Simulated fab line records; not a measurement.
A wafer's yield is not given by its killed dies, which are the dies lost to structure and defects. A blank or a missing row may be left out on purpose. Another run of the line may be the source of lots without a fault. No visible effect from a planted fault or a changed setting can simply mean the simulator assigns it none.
Which tool was responsible? / flow berkeley_cmos170 / 48 wafers from 16 lots sampled at 6 of the route's 331 steps

WHAT THE GAUGES READ, wafer by wafer
UCB170_PWELL_TW_MEAS_17.
lot=L925; measured=day 3 09:40; on=film_metro-01; PWELL_TW=378.6 378.9 378.8
lot=L926; measured=day 3 21:43; on=film_metro-03; PWELL_TW=375.8 375.4 377.8
lot=L930; measured=day 4 12:33; on=film_metro-03; PWELL_TW=375.7 379.2 376.7
lot=L931; measured=day 4 12:49; on=film_metro-03; PWELL_TW=375.8 378.5 377.3
lot=L933; measured=day 4 21:56; on=film_metro-01; PWELL_TW=383.1 382.4 380.5
lot=L932; measured=day 4 22:11; on=film_metro-02; PWELL_TW=377.1 376.5 376.8
lot=L935; measured=day 5 04:29; on=film_metro-03; PWELL_TW=376.4 375.1 375.7
lot=L934; measured=day 5 05:16; on=film_metro-01; PWELL_TW=378.2 379.8 380.1
lot=L936; measured=day 5 12:47; on=film_metro-02; PWELL_TW=376.6 379.0 379.5
lot=L937; measured=day 6 00:40; on=film_metro-01; PWELL_TW=374.8 377.2 376.4
lot=L938; measured=day 6 00:42; on=film_metro-02; PWELL_TW=381.3 382.1 380.6
lot=L939; measured=day 6 07:20; on=film_metro-02; PWELL_TW=379.2 378.1 379.0
lot=L942; measured=day 6 20:37; on=film_metro-01; PWELL_TW=376.7 377.1 378.3
lot=L941; measured=day 6 20:52; on=film_metro-02; PWELL_TW=378.8 379.8 378.5
lot=L943; measured=day 7 05:17; on=film_metro-03; PWELL_TW=374.1 375.7 375.2
lot=L944; measured=day 7 05:32; on=film_metro-02; PWELL_TW=378.0 379.8 378.8

UCB170_ACTIVE_CD_MEAS_13: target cd 1200 nm.
lot=L925; measured=day 4 20:04; on=cd_sem-01; cd_nm (nm)=1198.7 1199.4 1199.0
lot=L926; measured=day 5 06:19; on=cd_sem-02; cd_nm (nm)=1200.1 1202.0 1200.7
lot=L930; measured=day 6 00:39; on=cd_sem-02; cd_nm (nm)=1198.1 1198.6 1198.3
lot=L931; measured=day 6 00:11; on=cd_sem-01; cd_nm (nm)=1201.0 1201.4 1200.7
lot=L933; measured=day 6 07:48; on=cd_sem-02; cd_nm (nm)=1199.8 1200.1 1200.1
lot=L932; measured=day 6 07:33; on=cd_sem-01; cd_nm (nm)=1199.5 1200.0 1200.4
lot=L935; measured=day 6 13:17; on=cd_sem-01; cd_nm (nm)=1201.9 1201.7 1200.4
lot=L934; measured=day 6 13:35; on=cd_sem-02; cd_nm (nm)=1198.8 1197.9 1200.0
lot=L936; measured=day 7 01:26; on=cd_sem-01; cd_nm (nm)=1200.6 1200.3 1200.6
lot=L937; measured=day 7 10:19; on=cd_sem-02; cd_nm (nm)=1201.6 1201.2 1200.7
lot=L938; measured=day 7 10:33; on=cd_sem-02; cd_nm (nm)=1200.9 1201.5 1201.3
lot=L939; measured=day 7 18:40; on=cd_sem-02; cd_nm (nm)=1199.0 1199.3 1201.2
lot=L942; measured=day 8 06:26; on=cd_sem-02; cd_nm (nm)=1198.5 1197.3 1197.7
lot=L941; measured=day 8 06:40; on=cd_sem-01; cd_nm (nm)=1201.2 1201.4 1201.4
lot=L943; measured=day 8 19:05; on=cd_sem-02; cd_nm (nm)=1200.8 1202.1 1200.1
lot=L944; measured=day 8 19:23; on=cd_sem-01; cd_nm (nm)=1200.0 1200.3 1200.6

UCB170_PLDD_TW_MEAS_11.
lot=L925; measured=day 7 05:53; on=film_metro-03; PLDD_TW=997 995 996
lot=L926; measured=day 7 22:37; on=film_metro-04; PLDD_TW=1019 1027 1019
lot=L930; measured=day 8 13:57; on=film_metro-04; PLDD_TW=1023 1023 1026
lot=L931; measured=day 8 14:14; on=film_metro-03; PLDD_TW=996 998 992
lot=L933; measured=day 8 14:30; on=film_metro-01; PLDD_TW=1008 1008 1003
lot=L932; measured=day 8 13:47; on=film_metro-01; PLDD_TW=1007 1005 1010
lot=L935; measured=day 9 06:00; on=film_metro-03; PLDD_TW=1005 992 998
lot=L934; measured=day 9 06:07; on=film_metro-04; PLDD_TW=1017 1021 1017
lot=L936; measured=day 9 13:09; on=film_metro-04; PLDD_TW=1025 1018 1017
lot=L937; measured=day 10 01:24; on=film_metro-04; PLDD_TW=1017 1014 1017
lot=L938; measured=day 10 01:08; on=film_metro-04; PLDD_TW=1017 1029 1016
lot=L939; measured=day 10 11:42; on=film_metro-01; PLDD_TW=1004 1006 1003
lot=L942; measured=day 10 20:55; on=film_metro-03; PLDD_TW=864 866 867
lot=L941; measured=day 10 20:45; on=film_metro-01; PLDD_TW=866 874 874
lot=L943; measured=day 11 11:21; on=film_metro-01; PLDD_TW=881 878 868
lot=L944; measured=day 11 11:06; on=film_metro-03; PLDD_TW=864 867 865

UCB170_SDANNEAL_RS_MEAS_04: measures by four-point-probe.
lot=L925; measured=day 7 21:27; on=film_metro-01; PLDD_RS (ohm/sq)=1031.7 1032.6 1033.1
lot=L926; measured=day 8 11:52; on=film_metro-04; PLDD_RS (ohm/sq)=1033.6 1029.6 1032.5
lot=L930; measured=day 9 05:48; on=film_metro-04; PLDD_RS (ohm/sq)=1032.8 1031.6 1030.0
lot=L931; measured=day 9 06:36; on=film_metro-01; PLDD_RS (ohm/sq)=1028.9 1030.4 1029.7
lot=L933; measured=day 9 06:56; on=film_metro-03; PLDD_RS (ohm/sq)=1032.9 1035.2 1034.6
lot=L932; measured=day 9 05:57; on=film_metro-01; PLDD_RS (ohm/sq)=1032.1 1033.0 1034.0
lot=L935; measured=day 9 22:37; on=film_metro-01; PLDD_RS (ohm/sq)=1029.1 1029.4 1027.5
lot=L934; measured=day 9 23:05; on=film_metro-04; PLDD_RS (ohm/sq)=1030.8 1036.0 1033.8
lot=L936; measured=day 9 22:51; on=film_metro-03; PLDD_RS (ohm/sq)=1029.1 1032.7 1030.9
lot=L937; measured=day 10 16:29; on=film_metro-03; PLDD_RS (ohm/sq)=1031.6 1029.1 1030.9
lot=L938; measured=day 10 15:55; on=film_metro-01; PLDD_RS (ohm/sq)=1030.9 1031.5 1031.8
lot=L939; measured=day 10 23:41; on=film_metro-01; PLDD_RS (ohm/sq)=1025.0 1025.7 1023.5
lot=L942; measured=day 11 13:31; on=film_metro-04; PLDD_RS (ohm/sq)=932.8 935.7 934.6
lot=L941; measured=day 11 14:00; on=film_metro-01; PLDD_RS (ohm/sq)=930.2 928.6 929.5
lot=L943; measured=day 12 05:02; on=film_metro-04; PLDD_RS (ohm/sq)=929.1 927.4 931.3
lot=L944; measured=day 12 04:41; on=film_metro-03; PLDD_RS (ohm/sq)=930.1 928.9 925.7

WHICH TOOL RAN EACH LOT (tool, then ch and the chambers of the sampled wafers, then the start)
lot=L925; UCB170_NVT_STRIP_08=plasma_asher-02 ch 0,1, day 6 10:05; UCB170_PLDD_IMPLANT_08=implanter-02 ch 0, day 7 05:29
lot=L926; UCB170_NVT_STRIP_08=plasma_asher-04 ch 0,1, day 7 01:40; UCB170_PLDD_IMPLANT_08=implanter-01 ch 0, day 7 21:59
lot=L930; UCB170_NVT_STRIP_08=plasma_asher-03 ch 0,1, day 7 17:50; UCB170_PLDD_IMPLANT_08=implanter-03 ch 0, day 8 13:33
lot=L931; UCB170_NVT_STRIP_08=plasma_asher-02 ch 1, day 7 17:33; UCB170_PLDD_IMPLANT_08=implanter-02 ch 0, day 8 13:50
lot=L933; UCB170_NVT_STRIP_08=plasma_asher-04 ch 0,1, day 7 17:29; UCB170_PLDD_IMPLANT_08=implanter-03 ch 0, day 8 14:06
lot=L932; UCB170_NVT_STRIP_08=plasma_asher-02 ch 0,1, day 7 16:56; UCB170_PLDD_IMPLANT_08=implanter-02 ch 0, day 8 13:24
lot=L935; UCB170_NVT_STRIP_08=plasma_asher-02 ch 0,1, day 8 02:50; UCB170_PLDD_IMPLANT_08=implanter-01 ch 0, day 9 05:36
lot=L934; UCB170_NVT_STRIP_08=plasma_asher-03 ch 0,1, day 8 03:08; UCB170_PLDD_IMPLANT_08=implanter-02 ch 0, day 9 05:41
lot=L936; UCB170_NVT_STRIP_08=plasma_asher-03 ch 0,1, day 8 17:38; UCB170_PLDD_IMPLANT_08=implanter-03 ch 0, day 9 12:45
lot=L937; UCB170_NVT_STRIP_08=plasma_asher-03 ch 0,1, day 9 00:39; UCB170_PLDD_IMPLANT_08=implanter-03 ch 0, day 10 01:00
lot=L938; UCB170_NVT_STRIP_08=plasma_asher-04 ch 0,1, day 9 00:32; UCB170_PLDD_IMPLANT_08=implanter-02 ch 0, day 10 00:44
lot=L939; UCB170_NVT_STRIP_08=plasma_asher-04 ch 0,1, day 9 14:28; UCB170_PLDD_IMPLANT_08=implanter-02 ch 0, day 10 11:18
lot=L942; UCB170_NVT_STRIP_08=plasma_asher-02 ch 0,1, day 10 03:52; UCB170_PLDD_IMPLANT_08=implanter-01 ch 0, day 10 20:33
lot=L941; UCB170_NVT_STRIP_08=plasma_asher-03 ch 0,1, day 10 03:39; UCB170_PLDD_IMPLANT_08=implanter-02 ch 0, day 10 20:23
lot=L943; UCB170_NVT_STRIP_08=plasma_asher-02 ch 0,1, day 10 12:08; UCB170_PLDD_IMPLANT_08=implanter-01 ch 0, day 11 10:58
lot=L944; UCB170_NVT_STRIP_08=plasma_asher-03 ch 0,1, day 10 12:16; UCB170_PLDD_IMPLANT_08=implanter-02 ch 0, day 11 10:42
- UCB170_NVT_STRIP_08: strips in O2.
- UCB170_PLDD_IMPLANT_08

AS READ BY THE TOOLS THEMSELVES (means over the sampled wafers that have a number; for cases with no such wafer, the mark the record gives instead)
UCB170_NVT_STRIP_08.
lot=L925; tool=plasma_asher-02; chamber_pressure_mTorr (mTorr)=3500; drypump_motor_current_A (A)=5.7; o2_flow_sccm (sccm)=400.8; oes_product_au (a.u.)=0.732; strip_time_to_endpoint_s (s)=21.52
lot=L926; tool=plasma_asher-04; chamber_pressure_mTorr (mTorr)=3498; drypump_motor_current_A (A)=5.7; o2_flow_sccm (sccm)=400.6; oes_product_au (a.u.)=0.738; strip_time_to_endpoint_s (s)=21.57
lot=L930; tool=plasma_asher-03; chamber_pressure_mTorr (mTorr)=3499; drypump_motor_current_A (A)=6.0; o2_flow_sccm (sccm)=400.3; oes_product_au (a.u.)=0.734; strip_time_to_endpoint_s (s)=21.54
lot=L931; tool=plasma_asher-02; chamber_pressure_mTorr (mTorr)=3497; drypump_motor_current_A (A)=6.1; o2_flow_sccm (sccm)=400.6; oes_product_au (a.u.)=0.733; strip_time_to_endpoint_s (s)=21.64
lot=L933; tool=plasma_asher-04; chamber_pressure_mTorr (mTorr)=3499; drypump_motor_current_A (A)=5.8; o2_flow_sccm (sccm)=399.5; oes_product_au (a.u.)=0.737; strip_time_to_endpoint_s (s)=21.61
lot=L932; tool=plasma_asher-02; chamber_pressure_mTorr (mTorr)=3500; drypump_motor_current_A (A)=5.9; o2_flow_sccm (sccm)=400.6; oes_product_au (a.u.)=0.731; strip_time_to_endpoint_s (s)=21.54
lot=L935; tool=plasma_asher-02; chamber_pressure_mTorr (mTorr)=3497; drypump_motor_current_A (A)=5.7; o2_flow_sccm (sccm)=398.9; oes_product_au (a.u.)=0.732; strip_time_to_endpoint_s (s)=21.63
lot=L934; tool=plasma_asher-03; chamber_pressure_mTorr (mTorr)=3501; drypump_motor_current_A (A)=6.0; o2_flow_sccm (sccm)=400.3; oes_product_au (a.u.)=0.734; strip_time_to_endpoint_s (s)=21.61
lot=L936; tool=plasma_asher-03; chamber_pressure_mTorr (mTorr)=3502; drypump_motor_current_A (A)=6.0; o2_flow_sccm (sccm)=400.8; oes_product_au (a.u.)=0.738; strip_time_to_endpoint_s (s)=21.57
lot=L937; tool=plasma_asher-03; chamber_pressure_mTorr (mTorr)=3497; drypump_motor_current_A (A)=6.0; o2_flow_sccm (sccm)=399.7; oes_product_au (a.u.)=0.737; strip_time_to_endpoint_s (s)=21.70
lot=L938; tool=plasma_asher-04; chamber_pressure_mTorr (mTorr)=3497; drypump_motor_current_A (A)=5.7; o2_flow_sccm (sccm)=400.2; oes_product_au (a.u.)=0.732; strip_time_to_endpoint_s (s)=21.57
lot=L939; tool=plasma_asher-04; chamber_pressure_mTorr (mTorr)=3499; drypump_motor_current_A (A)=5.4; o2_flow_sccm (sccm)=400.5; oes_product_au (a.u.)=0.739; strip_time_to_endpoint_s (s)=21.58
lot=L942; tool=plasma_asher-02; chamber_pressure_mTorr (mTorr)=3498; drypump_motor_current_A (A)=5.9; o2_flow_sccm (sccm)=400.3; oes_product_au (a.u.)=0.736; strip_time_to_endpoint_s (s)=21.50
lot=L941; tool=plasma_asher-03; chamber_pressure_mTorr (mTorr)=3502; drypump_motor_current_A (A)=5.9; o2_flow_sccm (sccm)=399.5; oes_product_au (a.u.)=0.736; strip_time_to_endpoint_s (s)=21.61
lot=L943; tool=plasma_asher-02; chamber_pressure_mTorr (mTorr)=3499; drypump_motor_current_A (A)=5.7; o2_flow_sccm (sccm)=401.2; oes_product_au (a.u.)=0.735; strip_time_to_endpoint_s (s)=21.66
lot=L944; tool=plasma_asher-03; chamber_pressure_mTorr (mTorr)=3498; drypump_motor_current_A (A)=6.0; o2_flow_sccm (sccm)=399.9; oes_product_au (a.u.)=0.733; strip_time_to_endpoint_s (s)=21.53

THE ANSWER, worked out from the rows above alone
Rule: usual is defined by the lots themselves. The widest of any qualifying gaps counts: lots, ordered by their means at a reading, are off when they make up no more than a third of the lots, leave a main group of 4 or more, and stand apart from it by 3 or more times the standard deviation of that group's means. Not used: any main group whose means are identical at the precision the tables above print for the reading. Also off: a lot with no number at a reading for which 4 or more lots have one. Where the step has rows for the other lots, those lots are counted as sound. After the gauges, taken in route order, come the tools' own readings; for these a lot's mean is taken, as printed above. At the first step where some lot is off, the reading lying furthest off is the one used; lots without a number count as furthest.
Off: L942, L941, L943, L944, at UCB170_PLDD_TW_MEAS_11 (PLDD_TW). For the main group the mean is 1011 and the standard deviation 10.
If a tool, at a process step before that reading, ran all the lots that are off and no sound lot after the first of them, it fits. The gauges at UCB170_PLDD_TW_MEAS_11 are tried like those tools. Not one of the candidates tried fits.

WHAT THE SIMULATOR HAD INSERTED
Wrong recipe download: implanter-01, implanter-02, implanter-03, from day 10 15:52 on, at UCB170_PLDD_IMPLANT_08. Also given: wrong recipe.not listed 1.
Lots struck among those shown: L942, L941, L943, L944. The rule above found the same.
